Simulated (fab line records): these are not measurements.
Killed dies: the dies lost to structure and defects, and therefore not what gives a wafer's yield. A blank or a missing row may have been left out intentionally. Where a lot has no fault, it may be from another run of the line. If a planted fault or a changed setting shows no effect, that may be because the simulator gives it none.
Which tool was responsible? | flow ritCmos | 7 lots (21 wafers sampled), 1 step of a 202-step route

== WHAT EACH GAUGE READ, for each wafer ==
RIT_ACTIVE_CD_MEAS_11 targets a cd of 1400 nm.
lot  | measured    | on       | cdNm (nm)
L254 | day 2 06:53 | cdSem-01 | 1399.3 1397.9 1399.4
L256 | day 2 18:13 | cdSem-01 | 1398.5 1400.5 1400.1
L258 | day 3 06:20 | cdSem-01 | 1401.7 1403.5 1401.9
L260 | day 3 11:36 | cdSem-02 | 1403.2 1402.3 1402.1
L262 | day 3 22:34 | cdSem-02 | 1404.0 1402.7 1400.6
L264 | day 4 10:16 | cdSem-02 | 1397.3 1398.7 1396.8
L269 | day 5 09:31 | cdSem-02 | 1400.4 1400.4 1400.5

== WHAT TOOL EACH LOT RAN ON (gives the tool, then ch and the chambers of the sampled wafers, and finally the start) ==
Record: no process step prior to these readings.

== THE ANSWER, worked out from the rows above alone ==
Rule: the lots themselves supply what counts as usual. Put in order of their means at a reading, lots are off if they are a third of the lots or fewer, leave a main group of 4 or more, and stand apart from it by a gap of 3 or more times the standard deviation of the main group's means; of several such gaps the widest counts. A main group is skipped when, at the precision printed for the reading in the tables above, its means are all equal. Also off: a lot with no number at a reading for which 4 or more lots have one. All remaining lots with rows at the step are treated as sound.
Across all readings shown, no lot is off: no conclusion can be drawn from this.

== WHAT WAS PUT IN BY THE SIMULATOR ==
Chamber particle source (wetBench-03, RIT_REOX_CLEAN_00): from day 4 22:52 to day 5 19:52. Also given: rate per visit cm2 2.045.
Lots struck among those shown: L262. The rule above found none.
